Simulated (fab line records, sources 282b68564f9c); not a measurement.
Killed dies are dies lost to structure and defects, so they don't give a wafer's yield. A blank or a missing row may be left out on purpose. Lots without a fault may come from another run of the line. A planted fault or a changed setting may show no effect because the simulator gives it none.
A struck lot beside a sound one | flow rit_cmos | 15 steps out of a route of 202
Sound: wafers L865.3, L865.4, L865.6. Struck: wafers L878.3, L878.5. (L878.4 of the same lot was not struck and is left out.) The cause comes at the end.
At each step with rows: each side's tool, then ch and its chambers, then its first start. Under that, the readings that differ: sound wafers | struck wafers | difference of the means | sigmas: that difference in standard deviations of wafers without a fault.
alike: readings whose means differ by less than 2 such deviations, and words and numbers that are the same on both sides. not compared: withheld readings, readings that some wafer has no value for, bounds like >300 that may hide the same value, and numbers for which the record gives no deviation and whose values overlap.
The two part at a step that has a row with sigmas, a row that says differs or no value, or rows on one side only. Numbers that don't overlap but have no deviation are shown without sigmas and don't part them. A reading that every wafer of one side lacks parts them only if that side has two wafers or more.

first, 1 step without rows for these wafers: RIT_NWELL_IMPLANT_08.
RIT_NWELL_STRIP_09: strips in O2, time 180 s.
  sound on plasma_asher-01 ch 0,1, day 3 09:22; struck on plasma_asher-02 ch 0,1, day 6 03:23
  alike: drypump_motor_current_A, o2_flow_sccm
  not compared: rf_hours_counter_h
RIT_NWELL_TW_MEAS_10:
  sound on film_metro-02, day 3 09:30; struck on film_metro-02, day 6 03:31
  alike: NWELL_TW
then, 6 steps without rows for these wafers: RIT_PWELL_HMDS_00 (prime time 60 s); RIT_PWELL_COAT_01 (resist thk 1300 nm); RIT_PWELL_SOFTBAKE_02 (time 60 s); RIT_PWELL_EXPOSE_03 (exposes mask M3, target cd 43700 nm); RIT_PWELL_PEB_04; RIT_PWELL_DEVELOP_05 (develop time 68 s).
RIT_PWELL_OVL_MEAS_06:
  sound on overlay-02, day 3 10:26; struck on overlay-01, day 6 04:43
  alike: PWELL_OVL
then, 2 steps without rows for these wafers: RIT_PWELL_HARDBAKE_07 (time 120 s); RIT_PWELL_IMPLANT_08.
RIT_PWELL_STRIP_09: strips in O2, time 180 s.
  sound on plasma_asher-04 ch 0,1, day 3 10:55; struck on plasma_asher-03 ch 1, day 6 05:13
  reading             | sound          | struck    | difference | sigmas
  o2_flow_sccm (sccm) | 3997 4009 4006 | 4786 4785 | +782       | +65
  alike: drypump_motor_current_A
  not compared: rf_hours_counter_h
RIT_PWELL_TW_MEAS_10:
  sound on film_metro-01, day 3 11:03; struck on film_metro-01, day 6 05:20
  alike: PWELL_TW
RIT_M1_PROBE_99:
  sound on prober-01, day 5 02:37; struck on prober-02, day 7 17:35
  alike: killed_at_contacts, killed_at_front_end, killed_dies, killed_open, killed_short

WHERE THEY PART
Only at RIT_PWELL_STRIP_09, within this record. Later steps at which nothing parts them and some readings are alike: RIT_PWELL_TW_MEAS_10, RIT_M1_PROBE_99.

WHY: what the simulator had put in
Process parameter drift: plasma_asher-03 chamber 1, from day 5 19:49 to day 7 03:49, at RIT_PWELL_STRIP_09. Setting o2_flow_sccm, moved by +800, from 4000. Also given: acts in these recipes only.
